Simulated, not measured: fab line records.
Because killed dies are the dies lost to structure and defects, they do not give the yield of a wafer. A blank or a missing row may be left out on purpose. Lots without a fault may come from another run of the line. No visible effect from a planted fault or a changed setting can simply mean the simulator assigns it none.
Comparing a struck lot with a sound one	flow ritCmos	43 steps out of a route of 202
Sound: these wafers, L128.2, L128.4, L128.5. Struck: wafers L136.2, L136.6. (L136.1 of the same lot was not struck and is left out.) The cause comes at the end.
At each step with rows: each side's tool, then ch and its chambers, then its first start. Under that, the readings that differ: sound wafers	struck wafers	difference of the means	sigmas: that difference in standard deviations of wafers without a fault.
alike: readings whose means differ by less than 2 such deviations, and words and numbers that are the same on both sides. not compared: withheld readings, readings that some wafer has no value for, bounds like >300 that may hide the same value, and numbers for which the record gives no deviation and whose values overlap.
The two part at a step that has a row with sigmas, a row that says differs or no value, or rows on one side only. Non-overlapping numbers with no deviation appear without sigmas and do not part them. A reading missing from all wafers of one side parts the sides only when that side holds two or more wafers.

first, 1 step without rows for these wafers: RIT_WELLDRIVE_ANNEAL_00 (time 14700 s).
RIT_WELLDRIVE_RS_MEAS_01: measures by four-point-probe.
  sound: filmMetro-02 at day 2 20:21; struck: filmMetro-03 at day 4 12:13
  alike: NWELL_RS
RIT_WELLDRIVE_RS_MEAS_02: measures by four-point-probe.
  sound: filmMetro-02 at day 2 20:28; struck: filmMetro-03 at day 4 12:20
  alike: PWELL_RS
then, 6 steps without rows for these wafers: RIT_NRETRO_HMDS_00 (prime time 60 s); RIT_NRETRO_COAT_01 (resist thk 1300 nm); RIT_NRETRO_SOFTBAKE_02 (time 60 s); RIT_NRETRO_EXPOSE_03 (exposes mask M4, target cd 43900 nm); RIT_NRETRO_PEB_04; RIT_NRETRO_DEVELOP_05 (develop time 68 s).
RIT_NRETRO_OVL_MEAS_06:
  sound: overlay-01 at day 2 21:28; struck: overlay-01 at day 4 13:20
  alike: NRETRO_OVL
then, 2 steps without rows for these wafers: RIT_NRETRO_HARDBAKE_07 (time 120 s); RIT_NRETRO_IMPLANT_08.
RIT_NRETRO_STRIP_09: strips in O2, time 180 s.
  sound on plasmaAsher-04 ch 0, day 2 21:54; struck on plasmaAsher-02 ch 1, day 4 13:46
  alike: drypumpMotorCurrentA
  not compared: rfHoursCounterH
RIT_NRETRO_TW_MEAS_10:
  sound: filmMetro-03 at day 2 22:05; struck: filmMetro-03 at day 4 13:57
  alike: NRETRO_TW
then, 6 steps without rows for these wafers: RIT_PRETRO_HMDS_00 (prime time 60 s); RIT_PRETRO_COAT_01 (resist thk 1300 nm); RIT_PRETRO_SOFTBAKE_02 (time 60 s); RIT_PRETRO_EXPOSE_03 (exposes mask M5, target cd 43700 nm); RIT_PRETRO_PEB_04; RIT_PRETRO_DEVELOP_05 (develop time 68 s).
RIT_PRETRO_OVL_MEAS_06:
  sound: overlay-02 at day 2 23:03; struck: overlay-02 at day 4 14:53
reading	sound	struck	difference	sigmas
PRETRO_OVL (nm)	2.7 1.3 1.5	-1.1 -0.3	-2.5	-2
then, 2 steps without rows for these wafers: RIT_PRETRO_HARDBAKE_07 (time 120 s); RIT_PRETRO_IMPLANT_08.
RIT_PRETRO_STRIP_09: strips in O2, time 180 s.
  sound on plasmaAsher-01 ch 0,1, day 2 23:29; struck on plasmaAsher-01 ch 0,1, day 4 15:20
  alike: drypumpMotorCurrentA
  not compared: rfHoursCounterH
RIT_PRETRO_TW_MEAS_10:
  sound: filmMetro-01 at day 2 23:40; struck: filmMetro-02 at day 4 15:30
  alike: PRETRO_TW
then, 5 steps without rows for these wafers: RIT_GATE_WET_ETCH_00 (etches SiO2 in BOE, target depth 56 nm, time 60 s); RIT_GATE_CLEAN_01 (cleans in SC1, time 600 s); RIT_GATE_CLEAN_02 (cleans in dHF, time 30 s); RIT_GATE_CLEAN_03 (cleans in SC2, time 600 s); RIT_GATE_CLEAN_04 (cleans in dHF, time 60 s).
RIT_FOX2_THK_MEAS_91:
  sound: filmMetro-02 at day 3 00:10; struck: filmMetro-01 at day 4 16:01
  alike: FIELD_OXIDE_LEFT_2_THK
then, 2 steps without rows for these wafers: RIT_GATE_OXIDATION_05 (target thk 3 nm, ox time 270 s); RIT_GATE_ANNEAL_06 (time 600 s).
RIT_GATE_THK_MEAS_07:
  sound: filmMetro-02 at day 3 02:24; struck: filmMetro-03 at day 4 17:28
  alike: GATE_OXIDE_THK
then, 1 step without rows for these wafers: RIT_GATE_CVD_08 (deposits poly-Si from SiH4, target thk 250 nm, time 2220 s).
RIT_GATE_THK_MEAS_09:
  sound: filmMetro-01 at day 3 04:05; struck: filmMetro-02 at day 4 19:08
  alike: GATE_POLY_THK
then, 6 steps without rows for these wafers: RIT_GATE_HMDS_10 (prime time 60 s); RIT_GATE_COAT_11 (resist thk 850 nm); RIT_GATE_SOFTBAKE_12 (time 60 s); RIT_GATE_EXPOSE_13 (exposes mask M6, target cd 150 nm); RIT_GATE_PEB_14; RIT_GATE_DEVELOP_15 (develop time 50 s).
RIT_M1_PROBE_99:
  sound: prober-01 at day 4 02:13; struck: prober-01 at day 5 16:59
reading	sound	struck	difference	sigmas
killedAtContacts	0 0 0	0 1	+0	+2
killedAtFrontEnd	12 4 6	43 45	+37	+11
killedDies	12 4 6	43 46	+37	+12
  alike: killedOpen, killedShort

## WHERE THEY PART
At RIT_PRETRO_OVL_MEAS_06 first; at RIT_M1_PROBE_99 last (within this record only).

WHY: whatever the simulator had introduced
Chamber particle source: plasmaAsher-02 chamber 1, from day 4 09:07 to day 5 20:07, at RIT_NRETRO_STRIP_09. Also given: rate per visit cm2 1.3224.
